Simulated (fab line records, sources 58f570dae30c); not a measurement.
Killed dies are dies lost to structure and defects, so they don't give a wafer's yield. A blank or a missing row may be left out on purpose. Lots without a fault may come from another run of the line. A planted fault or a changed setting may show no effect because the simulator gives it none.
A struck lot beside a sound one | flow berkeley_cmos170 | 15 steps out of a route of 331
Sound: wafers L288.4, L288.5, L288.6. Struck: wafers L273.1, L273.3, L273.6. The cause comes at the end.
At each step with rows: each side's tool, then ch and its chambers, then its first start. Under that, the readings that differ: sound wafers | struck wafers | difference of the means | sigmas: that difference in standard deviations of wafers without a fault.
alike: readings whose means differ by less than 2 such deviations, and words and numbers that are the same on both sides. not compared: withheld readings, readings that some wafer has no value for, bounds like >300 that may hide the same value, and numbers for which the record gives no deviation and whose values overlap.
The two part at a step that has a row with sigmas, a row that says differs or no value, or rows on one side only. Numbers that don't overlap but have no deviation are shown without sigmas and don't part them. A reading that every wafer of one side lacks parts them only if that side has two wafers or more.

UCB170_V2_CMP_02: polishes SiO2.
  sound on cmp-01 ch 0,3, day 13 07:22; struck on cmp-01 ch 1,3, day 9 11:13
  alike: motor_current_A, platen_rpm, slurry_flow_ml_min
UCB170_V2_BOW_MEAS_03:
  sound on film_metro-02, day 13 07:40; struck on film_metro-04, day 9 11:28
  alike: V2_BOW
UCB170_V2_THK_MEAS_04:
  sound on film_metro-02, day 13 07:46; struck on film_metro-04, day 9 11:35
  alike: V2_POLISHED_THK
then, 7 steps without rows for these wafers: UCB170_V2_CLEAN_05 (cleans in DIW); UCB170_V2_HMDS_06 (prime time 60 s); UCB170_V2_COAT_07 (resist thk 900 nm); UCB170_V2_SOFTBAKE_08 (time 60 s); UCB170_V2_EXPOSE_09 (exposes mask VIA2, target cd 700 nm); UCB170_V2_PEB_10; UCB170_V2_DEVELOP_11 (develop time 45 s).
UCB170_V2_CD_MEAS_12: target cd 700 nm.
  sound on cd_sem-02, day 13 08:53; struck on cd_sem-01, day 9 12:48
  alike: cd_nm
UCB170_V2_OVL_MEAS_13:
  sound on overlay-02, day 13 08:58; struck on overlay-01, day 9 12:55
  alike: V2_OVL
UCB170_V2_ETCH_14: etches SiO2 in CHF3/CF4/Ar, stops on Al, target depth 1250 nm, time 291 s.
  sound on rie_diel-03 ch 0,2,3, day 13 08:59; struck on rie_diel-01 ch 1,2, day 9 12:57
  reading                             | sound             | struck            | difference | sigmas
  oes_product_au (a.u.)               | 0.870 0.871 0.863 | 0.979 1.022 1.003 | +0.133     | +14
  run_length_s (s)                    | 319.2 319.8 319.6 | 266.0 266.5 266.4 | -53.2      | -99
  model.KrF_of_V2_COAT_07.thk_nm (nm) | 602.6 618.8 602.9 | 665.1 661.3 664.7 | +55.6      |
  alike: chamber_pressure_mTorr, drypump_motor_current_A, throttle_valve_pct
  not compared: rf_hours_counter_h
UCB170_V2_STRIP_15: strips in O2.
  sound on plasma_asher-01 ch 0,1, day 13 09:11; struck on plasma_asher-03 ch 0,1, day 9 13:08
  reading                      | sound             | struck            | difference | sigmas
  strip_time_to_endpoint_s (s) | 15.13 15.52 15.15 | 16.55 16.46 16.55 | +1.25      | +10
  alike: chamber_pressure_mTorr, drypump_motor_current_A, oes_product_au
  not compared: rf_hours_counter_h
UCB170_V2_CD_MEAS_90: target cd 700 nm.
  sound on cd_sem-01, day 13 09:19; struck on cd_sem-01, day 9 13:14
  reading    | sound             | struck            | difference | sigmas
  cd_nm (nm) | 701.8 701.1 700.9 | 696.8 697.0 696.8 | -4.4       | -3

WHERE THEY PART
First at UCB170_V2_ETCH_14; last, within this record, at UCB170_V2_CD_MEAS_90.

WHY: what the simulator had put in
Process parameter drift: rie_diel-01, from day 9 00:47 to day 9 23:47, at UCB170_V2_ETCH_14. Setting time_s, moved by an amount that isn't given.
